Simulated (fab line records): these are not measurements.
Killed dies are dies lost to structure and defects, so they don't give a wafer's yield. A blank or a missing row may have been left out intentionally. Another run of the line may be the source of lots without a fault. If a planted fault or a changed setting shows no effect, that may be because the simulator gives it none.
Which tool was responsible? + flow rit cmos + 14 lots, 42 wafers sampled, at 2 steps of a route of 202

WHAT THE GAUGES READ, wafer by wafer
Not one reading of a measure or inspect step in the record can be checked against a usual standard deviation.

WHAT TOOL EACH LOT RAN ON (gives the tool, then ch and the chambers of the sampled wafers, and finally the start)
| lot  | RIT_M1_STRIP_13                | RIT_M1_PROBE_99        |
|------|--------------------------------|------------------------|
| L172 | wet bench-02 ch 1, day 3 06:41 | prober-01, day 3 10:40 |
| L173 | wet bench-01 ch 3, day 3 11:10 | prober-01, day 3 13:28 |
| L174 | wet bench-03 ch 2, day 3 17:53 | prober-01, day 3 20:04 |
| L176 | wet bench-02 ch 1, day 4 05:07 | prober-01, day 4 08:37 |
| L177 | wet bench-03 ch 3, day 4 10:01 | prober-02, day 4 14:32 |
| L180 | wet bench-03 ch 3, day 5 08:52 | prober-01, day 5 11:00 |
| L184 | wet bench-02 ch 0, day 6 04:50 | prober-02, day 6 06:59 |
| L187 | wet bench-01 ch 2, day 6 15:01 | prober-01, day 6 17:09 |
| L188 | wet bench-02 ch 3, day 6 18:37 | prober-02, day 6 20:53 |
| L189 | wet bench-01 ch 3, day 6 21:12 | prober-01, day 6 23:29 |
| L192 | wet bench-02 ch 2, day 7 10:45 | prober-02, day 7 12:56 |
| L193 | wet bench-02 ch 3, day 7 15:17 | prober-01, day 7 17:22 |
| L194 | wet bench-02 ch 3, day 7 22:34 | prober-02, day 8 00:42 |
| L195 | wet bench-03 ch 2, day 8 05:57 | prober-01, day 8 08:05 |
- RIT_M1_STRIP_13: strips in nmp, time 600 s.
- RIT_M1_PROBE_99

WHAT THE TOOLS THEMSELVES READ (means of the sampled wafers that have a number; where no wafer has one, the mark that the record gives instead)
RIT_M1_STRIP_13. Usual: bath heat duty pct 17.5 %, standard deviation 2; run length s 628 s, standard deviation 3.
| lot  | tool         | bath heat duty pct (%) | run length s (s) | flag |
|------|--------------|------------------------|------------------|------|
| L172 | wet bench-02 | 22.8                   | 627              |      |
| L173 | wet bench-01 | 16.1                   | 633              |      |
| L174 | wet bench-03 | 15.9                   | 629              |      |
| L176 | wet bench-02 | 20.9                   | 636              |      |
| L177 | wet bench-03 | 17.0                   | 579              | OFF  |
| L180 | wet bench-03 | 16.9                   | 579              | OFF  |
| L184 | wet bench-02 | 16.3                   | 626              |      |
| L187 | wet bench-01 | 16.9                   | 629              |      |
| L188 | wet bench-02 | 20.1                   | 634              |      |
| L189 | wet bench-01 | 15.2                   | 627              |      |
| L192 | wet bench-02 | 16.9                   | 626              |      |
| L193 | wet bench-02 | 19.6                   | 627              |      |
| L194 | wet bench-02 | 19.2                   | 627              |      |
| L195 | wet bench-03 | 15.3                   | 627              |      |

RIT_M1_PROBE_99. Usual: defect limited yield 97.4 %, standard deviation 1; killed_at_M0_to_M3 0.0, standard deviation 0.12; killed at contacts 0.1, standard deviation 0.31; killed at front end 6.8, standard deviation 2.7; killed dies 6.9, standard deviation 2.7; killed open 3.3, standard deviation 1.8; killed short 3.5, standard deviation 1.8; sort_bin_3_pad_short 0.2 %, standard deviation 0.23; sort_bin_5_function 1.5 %, standard deviation 0.86; sort_bin_6_memory 1.0 %, standard deviation 0.61; sort n pass 257.1, standard deviation 2.7; sort yield pct 97.4 %, standard deviation 1.
| lot  | tool      | defect limited yield (%) | killed_at_M0_to_M3 | killed at contacts | killed at front end | killed dies | killed open | killed short | sort_bin_3_pad_short (%) | sort_bin_5_function (%) | sort_bin_6_memory (%) | sort n pass | sort yield pct (%) | flag |
|------|-----------|--------------------------|--------------------|--------------------|---------------------|-------------|-------------|--------------|--------------------------|-------------------------|-----------------------|-------------|--------------------|------|
| L172 | prober-01 | 96.8                     | 0.0                | 0.0                | 8.3                 | 8.3         | 4.0         | 4.0          | 0.1                      | 1.7                     | 1.4                   | 255.7       | 96.8               |      |
| L173 | prober-01 | 98.2                     | 0.0                | 0.0                | 4.7                 | 4.7         | 2.3         | 2.3          | 0.0                      | 0.9                     | 0.9                   | 259.3       | 98.2               |      |
| L174 | prober-01 | 98.8                     | 0.3                | 0.3                | 2.3                 | 3.0         | 0.7         | 2.3          | 0.0                      | 0.8                     | 0.4                   | 261.0       | 98.8               |      |
| L176 | prober-01 | 97.3                     | 0.0                | 0.0                | 7.0                 | 7.0         | 3.3         | 3.7          | 0.0                      | 1.6                     | 1.0                   | 257.0       | 97.3               |      |
| L177 | prober-02 | 97.7                     | 0.0                | 0.0                | 6.0                 | 6.0         | 3.0         | 3.0          | 0.0                      | 1.6                     | 0.6                   | 258.0       | 97.7               |      |
| L180 | prober-01 | 96.4                     | 0.3                | 0.0                | 9.0                 | 9.3         | 5.0         | 4.3          | 0.5                      | 2.2                     | 0.9                   | 254.7       | 96.4               |      |
| L184 | prober-02 | 97.7                     | 0.0                | 0.0                | 6.0                 | 6.0         | 1.3         | 4.7          | 0.3                      | 1.5                     | 0.5                   | 258.0       | 97.7               |      |
| L187 | prober-01 | 97.7                     | 0.0                | 0.3                | 5.7                 | 6.0         | 4.3         | 1.7          | 0.1                      | 1.5                     | 0.6                   | 258.0       | 97.7               |      |
| L188 | prober-02 | 98.2                     | 0.0                | 0.0                | 4.7                 | 4.7         | 2.7         | 2.0          | 0.0                      | 1.4                     | 0.4                   | 259.3       | 98.2               |      |
| L189 | prober-01 | 96.1                     | 0.0                | 0.0                | 10.3                | 10.3        | 6.3         | 4.0          | 0.1                      | 3.1                     | 0.8                   | 253.7       | 96.1               |      |
| L192 | prober-02 | 97.6                     | 0.0                | 0.0                | 6.3                 | 6.3         | 3.0         | 3.3          | 0.1                      | 1.4                     | 0.9                   | 257.7       | 97.6               |      |
| L193 | prober-01 | 97.7                     | 0.0                | 0.0                | 6.0                 | 6.0         | 2.7         | 3.3          | 0.1                      | 1.3                     | 0.9                   | 258.0       | 97.7               |      |
| L194 | prober-02 | 97.1                     | 0.0                | 0.0                | 7.7                 | 7.7         | 4.0         | 3.0          | 0.1                      | 2.0                     | 0.8                   | 256.3       | 97.1               |      |
| L195 | prober-01 | 98.1                     | 0.0                | 0.3                | 4.7                 | 5.0         | 3.0         | 2.0          | 0.3                      | 0.9                     | 0.8                   | 259.0       | 98.1               |      |

THE ANSWER, worked out from the rows above alone
Rule: a lot counts as off when the mean over its wafers that have a number is more than 3 standard deviations away from the usual mean. Also off: a lot with no number at a reading for which 4 or more lots have one. Any other lot the step has rows for is counted as sound. Order of review: gauges by route order, followed by the tools' own readings, for which a lot's mean as printed above is used. The first step at which some lot is off is used, and at that step the reading that is off furthest; a lot without a number counts as furthest.
Off at RIT_M1_STRIP_13 (run length s): L177, L180.
If a tool, at that step or one of the process steps before it, ran each lot that is off and ran no sound lot following the first of them, it fits. Of those tried, none fits.

WHAT HAD BEEN PUT IN BY THE SIMULATOR
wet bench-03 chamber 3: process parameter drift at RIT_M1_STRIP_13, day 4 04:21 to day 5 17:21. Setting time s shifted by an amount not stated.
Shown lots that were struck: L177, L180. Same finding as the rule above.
